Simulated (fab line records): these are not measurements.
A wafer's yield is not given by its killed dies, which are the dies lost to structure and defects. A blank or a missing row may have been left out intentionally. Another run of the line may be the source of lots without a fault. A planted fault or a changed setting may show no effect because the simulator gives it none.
A sampling plan put to the test || flow berkeley-cmos170 || each of the 33 faults these records tell of, on one fab line, judged from the records of the lots it struck
The line's own looks make up the plan; these are the steps of the route where a gauge or inspection reads the wafer and leaves it unchanged. Where struck wafers have a number at a look and the file lists that look's usual mean and standard deviation on fault-free wafers, the look can be judged. Caught: at a look after the fault's first step, the mean of the struck wafers lies 4 or more of those standard deviations (sigma) from the usual mean. On the tool: the test repeated on the tool's own readings taken at the fault's steps. Also counted as caught: the struck wafers showing another recipe, or a record that is empty for them alone.

== THE FAULTS, as the simulator had put them in ==
1. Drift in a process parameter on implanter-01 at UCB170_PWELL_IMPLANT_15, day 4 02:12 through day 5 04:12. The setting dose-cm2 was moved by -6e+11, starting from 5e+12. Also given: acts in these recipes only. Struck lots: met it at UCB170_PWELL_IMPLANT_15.
2. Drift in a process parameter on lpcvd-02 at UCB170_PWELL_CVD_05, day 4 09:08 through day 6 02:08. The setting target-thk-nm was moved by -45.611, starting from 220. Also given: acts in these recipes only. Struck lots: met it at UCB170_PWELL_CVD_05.
3. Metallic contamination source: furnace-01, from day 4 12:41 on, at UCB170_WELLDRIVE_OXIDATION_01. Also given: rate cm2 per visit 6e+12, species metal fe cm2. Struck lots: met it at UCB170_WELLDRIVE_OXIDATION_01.
4. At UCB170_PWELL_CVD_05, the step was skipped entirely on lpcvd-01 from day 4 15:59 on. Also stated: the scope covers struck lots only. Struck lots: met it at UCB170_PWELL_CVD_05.
5. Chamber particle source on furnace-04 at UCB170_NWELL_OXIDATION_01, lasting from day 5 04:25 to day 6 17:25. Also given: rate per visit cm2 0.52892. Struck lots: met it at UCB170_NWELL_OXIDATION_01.
6. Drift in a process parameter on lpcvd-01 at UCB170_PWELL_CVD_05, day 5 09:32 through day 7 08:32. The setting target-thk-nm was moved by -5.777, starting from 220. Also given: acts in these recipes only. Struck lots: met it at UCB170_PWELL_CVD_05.
7. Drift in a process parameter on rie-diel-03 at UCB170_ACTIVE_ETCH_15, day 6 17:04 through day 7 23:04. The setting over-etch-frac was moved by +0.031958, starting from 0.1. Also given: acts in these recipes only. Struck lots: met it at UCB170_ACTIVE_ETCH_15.
8. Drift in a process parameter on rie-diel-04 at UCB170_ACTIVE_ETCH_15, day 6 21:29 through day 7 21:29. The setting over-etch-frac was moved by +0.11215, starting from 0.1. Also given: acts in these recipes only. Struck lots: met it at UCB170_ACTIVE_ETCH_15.
9. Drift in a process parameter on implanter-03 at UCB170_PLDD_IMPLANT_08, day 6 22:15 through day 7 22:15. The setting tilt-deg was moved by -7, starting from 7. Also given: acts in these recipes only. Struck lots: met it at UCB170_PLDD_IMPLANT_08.
10. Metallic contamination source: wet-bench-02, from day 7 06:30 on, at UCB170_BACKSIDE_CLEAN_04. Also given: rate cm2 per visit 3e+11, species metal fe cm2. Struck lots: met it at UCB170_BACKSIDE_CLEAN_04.
11. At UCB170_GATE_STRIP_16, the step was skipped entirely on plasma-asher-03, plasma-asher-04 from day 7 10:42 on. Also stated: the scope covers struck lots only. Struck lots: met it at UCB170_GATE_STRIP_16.
12. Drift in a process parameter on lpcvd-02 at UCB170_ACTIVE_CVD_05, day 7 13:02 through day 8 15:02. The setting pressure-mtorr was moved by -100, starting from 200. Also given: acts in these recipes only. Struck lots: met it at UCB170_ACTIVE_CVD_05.
13. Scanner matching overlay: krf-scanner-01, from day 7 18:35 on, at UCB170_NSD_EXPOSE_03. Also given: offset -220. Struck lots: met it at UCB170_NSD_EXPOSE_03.
14. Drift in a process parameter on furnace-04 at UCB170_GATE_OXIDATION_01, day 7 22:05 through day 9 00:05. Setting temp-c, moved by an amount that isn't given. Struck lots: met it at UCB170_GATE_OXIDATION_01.
15. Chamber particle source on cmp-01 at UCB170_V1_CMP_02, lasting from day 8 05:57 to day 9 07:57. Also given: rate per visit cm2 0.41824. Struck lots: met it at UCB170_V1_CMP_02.
16. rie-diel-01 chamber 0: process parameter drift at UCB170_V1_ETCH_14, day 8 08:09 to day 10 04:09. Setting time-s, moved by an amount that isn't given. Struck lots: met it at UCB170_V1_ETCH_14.
17. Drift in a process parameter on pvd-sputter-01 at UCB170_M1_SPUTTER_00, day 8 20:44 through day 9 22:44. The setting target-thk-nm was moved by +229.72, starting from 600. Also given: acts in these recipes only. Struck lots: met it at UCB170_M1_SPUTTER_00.
18. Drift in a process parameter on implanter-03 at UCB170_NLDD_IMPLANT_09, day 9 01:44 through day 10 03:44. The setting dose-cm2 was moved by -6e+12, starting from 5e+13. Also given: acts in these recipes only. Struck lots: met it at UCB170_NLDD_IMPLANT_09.
19. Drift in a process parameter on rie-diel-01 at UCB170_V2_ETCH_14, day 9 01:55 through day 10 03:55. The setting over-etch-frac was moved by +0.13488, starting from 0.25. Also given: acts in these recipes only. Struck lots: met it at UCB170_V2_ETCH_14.
20. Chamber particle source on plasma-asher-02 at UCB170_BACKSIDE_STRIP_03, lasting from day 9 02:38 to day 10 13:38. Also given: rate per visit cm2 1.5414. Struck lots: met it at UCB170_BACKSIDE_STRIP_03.
21. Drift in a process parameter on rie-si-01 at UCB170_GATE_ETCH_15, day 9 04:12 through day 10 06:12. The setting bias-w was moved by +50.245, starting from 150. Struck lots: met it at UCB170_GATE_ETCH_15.
22. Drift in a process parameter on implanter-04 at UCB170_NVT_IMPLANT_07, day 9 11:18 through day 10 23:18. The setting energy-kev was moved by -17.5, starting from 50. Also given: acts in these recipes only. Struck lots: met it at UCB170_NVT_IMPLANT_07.
23. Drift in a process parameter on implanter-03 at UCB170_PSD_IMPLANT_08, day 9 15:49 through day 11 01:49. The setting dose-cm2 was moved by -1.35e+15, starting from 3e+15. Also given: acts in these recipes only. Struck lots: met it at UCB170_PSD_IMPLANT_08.
24. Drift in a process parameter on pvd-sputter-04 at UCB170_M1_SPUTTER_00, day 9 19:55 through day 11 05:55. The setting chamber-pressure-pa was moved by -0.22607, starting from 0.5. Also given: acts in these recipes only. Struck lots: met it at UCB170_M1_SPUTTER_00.
25. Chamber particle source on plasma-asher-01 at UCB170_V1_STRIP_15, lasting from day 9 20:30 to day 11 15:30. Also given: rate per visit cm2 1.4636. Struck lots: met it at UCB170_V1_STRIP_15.
26. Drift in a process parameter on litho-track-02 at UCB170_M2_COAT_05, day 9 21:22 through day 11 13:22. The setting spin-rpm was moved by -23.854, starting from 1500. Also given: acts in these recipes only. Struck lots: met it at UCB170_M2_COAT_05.
27. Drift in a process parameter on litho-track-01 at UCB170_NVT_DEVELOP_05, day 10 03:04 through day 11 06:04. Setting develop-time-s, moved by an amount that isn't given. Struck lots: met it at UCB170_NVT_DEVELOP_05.
28. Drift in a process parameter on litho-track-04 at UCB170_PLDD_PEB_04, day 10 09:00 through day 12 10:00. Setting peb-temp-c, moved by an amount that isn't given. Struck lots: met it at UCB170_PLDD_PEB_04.
29. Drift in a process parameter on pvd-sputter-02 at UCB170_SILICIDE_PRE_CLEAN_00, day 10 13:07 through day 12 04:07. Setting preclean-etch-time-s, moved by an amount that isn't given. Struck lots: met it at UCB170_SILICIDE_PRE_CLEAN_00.
30. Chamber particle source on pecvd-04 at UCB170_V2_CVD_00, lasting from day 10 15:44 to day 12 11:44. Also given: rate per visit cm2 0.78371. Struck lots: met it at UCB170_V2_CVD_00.
31. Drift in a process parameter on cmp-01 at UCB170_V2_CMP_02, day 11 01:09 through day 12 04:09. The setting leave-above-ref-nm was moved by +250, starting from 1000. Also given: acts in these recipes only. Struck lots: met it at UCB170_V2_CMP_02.
32. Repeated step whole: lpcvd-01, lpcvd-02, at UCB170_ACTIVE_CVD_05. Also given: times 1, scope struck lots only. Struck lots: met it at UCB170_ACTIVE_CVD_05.
33. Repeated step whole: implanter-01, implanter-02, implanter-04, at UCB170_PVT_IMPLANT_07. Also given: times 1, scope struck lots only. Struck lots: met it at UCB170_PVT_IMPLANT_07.

== WHAT THE PLAN SAW ==
{"fault": 1, "on the tool itself": "dose-ions-cm2 -99 or beyond sigma", "first look that catches it": "UCB170_PWELL_TW_MEAS_17", "reading, sigma": "PWELL_TW -4.1", "median hours from its first step to that look": 0.2, "hours from the fault's start to the first struck lot there": 8, "judged looks passed uncaught": 0}
{"fault": 2, "on the tool itself": "under 2 sigma", "first look that catches it": "UCB170_PWELL_THK_MEAS_06", "reading, sigma": "PWELL_NITRIDE_THK -22", "median hours from its first step to that look": 1.9, "hours from the fault's start to the first struck lot there": 6, "judged looks passed uncaught": 0}
{"fault": 3, "on the tool itself": "under 2 sigma", "first look that catches it": "none of the 7 looks that can be judged after it", "reading, sigma": "-", "median hours from its first step to that look": "-", "hours from the fault's start to the first struck lot there": "-", "judged looks passed uncaught": 7}
{"fault": 4, "on the tool itself": "the tool's record is blank for the struck wafers", "first look that catches it": "no look after it can be judged", "reading, sigma": "-", "median hours from its first step to that look": "-", "hours from the fault's start to the first struck lot there": "-", "judged looks passed uncaught": 0}
{"fault": 5, "on the tool itself": "under 2 sigma", "first look that catches it": "none of the 2 looks that can be judged after it", "reading, sigma": "-", "median hours from its first step to that look": "-", "hours from the fault's start to the first struck lot there": "-", "judged looks passed uncaught": 2}
{"fault": 6, "on the tool itself": "under 2 sigma", "first look that catches it": "none of the 2 looks that can be judged after it", "reading, sigma": "-", "median hours from its first step to that look": "-", "hours from the fault's start to the first struck lot there": "-", "judged looks passed uncaught": 2}
{"fault": 7, "on the tool itself": "under 2 sigma", "first look that catches it": "none of the 3 looks that can be judged after it", "reading, sigma": "-", "median hours from its first step to that look": "-", "hours from the fault's start to the first struck lot there": "-", "judged looks passed uncaught": 3}
{"fault": 8, "on the tool itself": "only faintly: oes-product-au -2.7 sigma", "first look that catches it": "not the one look that can be judged after it", "reading, sigma": "-", "median hours from its first step to that look": "-", "hours from the fault's start to the first struck lot there": "-", "judged looks passed uncaught": 1}
{"fault": 9, "on the tool itself": "tilt-deg -99 or beyond sigma", "first look that catches it": "UCB170_PLDD_TW_MEAS_11", "reading, sigma": "PLDD_TW -6.5", "median hours from its first step to that look": 0.4, "hours from the fault's start to the first struck lot there": 8, "judged looks passed uncaught": 0}
{"fault": 10, "on the tool itself": "no reading that can be judged", "first look that catches it": "none of the 9 looks that can be judged after it", "reading, sigma": "-", "median hours from its first step to that look": "-", "hours from the fault's start to the first struck lot there": "-", "judged looks passed uncaught": 9}
{"fault": 11, "on the tool itself": "no reading that can be judged", "first look that catches it": "not the one look that can be judged after it", "reading, sigma": "-", "median hours from its first step to that look": "-", "hours from the fault's start to the first struck lot there": "-", "judged looks passed uncaught": 1}
{"fault": 12, "on the tool itself": "pressure-mtorr -99 or beyond sigma", "first look that catches it": "UCB170_ACTIVE_THK_MEAS_06", "reading, sigma": "ACTIVE_NITRIDE_THK -15", "median hours from its first step to that look": 1.9, "hours from the fault's start to the first struck lot there": 7, "judged looks passed uncaught": 0}
{"fault": 13, "on the tool itself": "no reading that can be judged", "first look that catches it": "UCB170_NSD_OVL_MEAS_07", "reading, sigma": "NSD_OVL -35", "median hours from its first step to that look": 0.5, "hours from the fault's start to the first struck lot there": 0, "judged looks passed uncaught": 0}
{"fault": 14, "on the tool itself": "tube-center-temp-C -99 or beyond sigma", "first look that catches it": "UCB170_GATE_THK_MEAS_02", "reading, sigma": "GATE_OXIDE_THK -6.3", "median hours from its first step to that look": 1.5, "hours from the fault's start to the first struck lot there": 9, "judged looks passed uncaught": 0}
{"fault": 15, "on the tool itself": "under 2 sigma", "first look that catches it": "not the one look that can be judged after it", "reading, sigma": "-", "median hours from its first step to that look": "-", "hours from the fault's start to the first struck lot there": "-", "judged looks passed uncaught": 1}
{"fault": 16, "on the tool itself": "run-length-s -88 sigma", "first look that catches it": "not the one look that can be judged after it", "reading, sigma": "-", "median hours from its first step to that look": "-", "hours from the fault's start to the first struck lot there": "-", "judged looks passed uncaught": 1}
{"fault": 17, "on the tool itself": "under 2 sigma", "first look that catches it": "UCB170_M1_RS_MEAS_01", "reading, sigma": "M1_AL_RS -24", "median hours from its first step to that look": 0.1, "hours from the fault's start to the first struck lot there": 7, "judged looks passed uncaught": 0}
{"fault": 18, "on the tool itself": "dose-ions-cm2 -93 sigma", "first look that catches it": "UCB170_SDANNEAL_RS_MEAS_05", "reading, sigma": "NLDD_RS +18", "median hours from its first step to that look": 9.1, "hours from the fault's start to the first struck lot there": 12, "judged looks passed uncaught": 0}
{"fault": 19, "on the tool itself": "only faintly: oes-product-au -3.0 sigma", "first look that catches it": "none of the 2 looks that can be judged after it", "reading, sigma": "-", "median hours from its first step to that look": "-", "hours from the fault's start to the first struck lot there": "-", "judged looks passed uncaught": 2}
{"fault": 20, "on the tool itself": "under 2 sigma", "first look that catches it": "no look after it can be judged", "reading, sigma": "-", "median hours from its first step to that look": "-", "hours from the fault's start to the first struck lot there": "-", "judged looks passed uncaught": 0}
{"fault": 21, "on the tool itself": "bias-w +99 or beyond sigma", "first look that catches it": "no look after it can be judged", "reading, sigma": "-", "median hours from its first step to that look": "-", "hours from the fault's start to the first struck lot there": "-", "judged looks passed uncaught": 0}
{"fault": 22, "on the tool itself": "beam-energy-keV -99 or beyond sigma", "first look that catches it": "UCB170_NVT_TW_MEAS_09", "reading, sigma": "NVT_TW -22", "median hours from its first step to that look": 0.2, "hours from the fault's start to the first struck lot there": 7, "judged looks passed uncaught": 0}
{"fault": 23, "on the tool itself": "dose-ions-cm2 -99 or beyond sigma", "first look that catches it": "UCB170_PSD_TW_MEAS_10", "reading, sigma": "PSD_TW -22", "median hours from its first step to that look": 0.2, "hours from the fault's start to the first struck lot there": 8, "judged looks passed uncaught": 0}
{"fault": 24, "on the tool itself": "chamber-pressure-pa -99 or beyond sigma", "first look that catches it": "UCB170_M1_RS_MEAS_01", "reading, sigma": "M1_AL_RS -12", "median hours from its first step to that look": 0.1, "hours from the fault's start to the first struck lot there": 1, "judged looks passed uncaught": 0}
{"fault": 25, "on the tool itself": "under 2 sigma", "first look that catches it": "none of the 3 looks that can be judged after it", "reading, sigma": "-", "median hours from its first step to that look": "-", "hours from the fault's start to the first struck lot there": "-", "judged looks passed uncaught": 3}
{"fault": 26, "on the tool itself": "spin-speed-rpm -24 sigma", "first look that catches it": "no look after it can be judged", "reading, sigma": "-", "median hours from its first step to that look": "-", "hours from the fault's start to the first struck lot there": "-", "judged looks passed uncaught": 0}
{"fault": 27, "on the tool itself": "under 2 sigma", "first look that catches it": "UCB170_NVT_TW_MEAS_09", "reading, sigma": "NVT_TW -99 or beyond", "median hours from its first step to that look": 1.0, "hours from the fault's start to the first struck lot there": 4, "judged looks passed uncaught": 0}
{"fault": 28, "on the tool itself": "heater-power-total-W -48 sigma", "first look that catches it": "UCB170_PLDD_CD_MEAS_06", "reading, sigma": "cd-nm -18", "median hours from its first step to that look": 0.3, "hours from the fault's start to the first struck lot there": 2, "judged looks passed uncaught": 0}
{"fault": 29, "on the tool itself": "no reading that can be judged", "first look that catches it": "no look after it can be judged", "reading, sigma": "-", "median hours from its first step to that look": "-", "hours from the fault's start to the first struck lot there": "-", "judged looks passed uncaught": 0}
{"fault": 30, "on the tool itself": "under 2 sigma", "first look that catches it": "none of the 2 looks that can be judged after it", "reading, sigma": "-", "median hours from its first step to that look": "-", "hours from the fault's start to the first struck lot there": "-", "judged looks passed uncaught": 2}
{"fault": 31, "on the tool itself": "under 2 sigma", "first look that catches it": "UCB170_V2_THK_MEAS_04", "reading, sigma": "V2_POLISHED_THK +99 or beyond", "median hours from its first step to that look": 0.4, "hours from the fault's start to the first struck lot there": 3, "judged looks passed uncaught": 0}
{"fault": 32, "on the tool itself": "under 2 sigma", "first look that catches it": "UCB170_ACTIVE_THK_MEAS_06", "reading, sigma": "ACTIVE_NITRIDE_THK +90", "median hours from its first step to that look": 4.1, "hours from the fault's start to the first struck lot there": "-", "judged looks passed uncaught": 0}
{"fault": 33, "on the tool itself": "no reading that can be judged", "first look that catches it": "UCB170_PVT_TW_MEAS_09", "reading, sigma": "PVT_TW +40", "median hours from its first step to that look": 0.6, "hours from the fault's start to the first struck lot there": "-", "judged looks passed uncaught": 0}
A dash: the fault is not caught, or the number is missing from these records.

Caught at a look: 16 of 33. Caught on the tool: 13 of 33. By one or the other: 20 of 33.
Faults caught by the tool alone: 4, 16, 21, 26.
Caught at a look alone: faults 2, 13, 17, 27, 31, 32, 33.
Caught by neither: faults 3, 5, 6, 7, 8, 10, 11, 15, 19, 20, 25, 29, 30.

== THINNER SAMPLING ==
If the look that catches a fault measured only every second or every third lot, by lot number, the first struck lot would be measured this late in the worst case:
{"fault": 1, "struck lots at that look, in order of time": "L641, L644", "every lot": "8 h", "every second lot": "14 h", "every third lot": "may miss all 2"}
{"fault": 2, "struck lots at that look, in order of time": "L214, L213, L217", "every lot": "6 h", "every second lot": "6 h", "every third lot": "may miss all 3"}
{"fault": 9, "struck lots at that look, in order of time": "L475, L476", "every lot": "8 h", "every second lot": "22 h", "every third lot": "may miss all 2"}
{"fault": 12, "struck lots at that look, in order of time": "L511, L512", "every lot": "7 h", "every second lot": "7 h", "every third lot": "may miss all 2"}
{"fault": 13, "struck lots at that look, in order of time": "L502, L503, L504, L506", "every lot": "0 h", "every second lot": "1 h", "every third lot": "12 h"}
{"fault": 14, "struck lots at that look, in order of time": "L705, L706", "every lot": "9 h", "every second lot": "14 h", "every third lot": "may miss all 2"}
{"fault": 17, "struck lots at that look, in order of time": "L706, L710", "every lot": "7 h", "every second lot": "may miss all 2", "every third lot": "may miss all 2"}
{"fault": 18, "struck lots at that look, in order of time": "L368, L370, L372", "every lot": "12 h", "every second lot": "may miss all 3", "every third lot": "28 h"}
{"fault": 22, "struck lots at that look, in order of time": "L232, L233", "every lot": "7 h", "every second lot": "13 h", "every third lot": "may miss all 2"}
{"fault": 23, "struck lots at that look, in order of time": "L962, L967", "every lot": "8 h", "every second lot": "29 h", "every third lot": "may miss all 2"}
{"fault": 24, "struck lots at that look, in order of time": "L963, L967", "every lot": "1 h", "every second lot": "may miss all 2", "every third lot": "may miss all 2"}
{"fault": 27, "struck lots at that look, in order of time": "L855, L856, L854", "every lot": "4 h", "every second lot": "4 h", "every third lot": "4 h"}
{"fault": 28, "struck lots at that look, in order of time": "L915, L916", "every lot": "2 h", "every second lot": "12 h", "every third lot": "may miss all 2"}
{"fault": 31, "struck lots at that look, in order of time": "L622, L623, L625", "every lot": "3 h", "every second lot": "17 h", "every third lot": "may miss all 3"}
Hours: fault start to first struck lot measured. Since the struck wafers were tested as one group against 4 sigma, a single lot by itself may lie under the limit. Other struck lots may not be in these records.

== THE LONGEST TIMED WAY FROM STEP TO LOOK ==
For fault 18, UCB170_NLDD_IMPLANT_09 and UCB170_SDANNEAL_RS_MEAS_05 are separated by a median of 9.1 hours. No look between them can be judged.
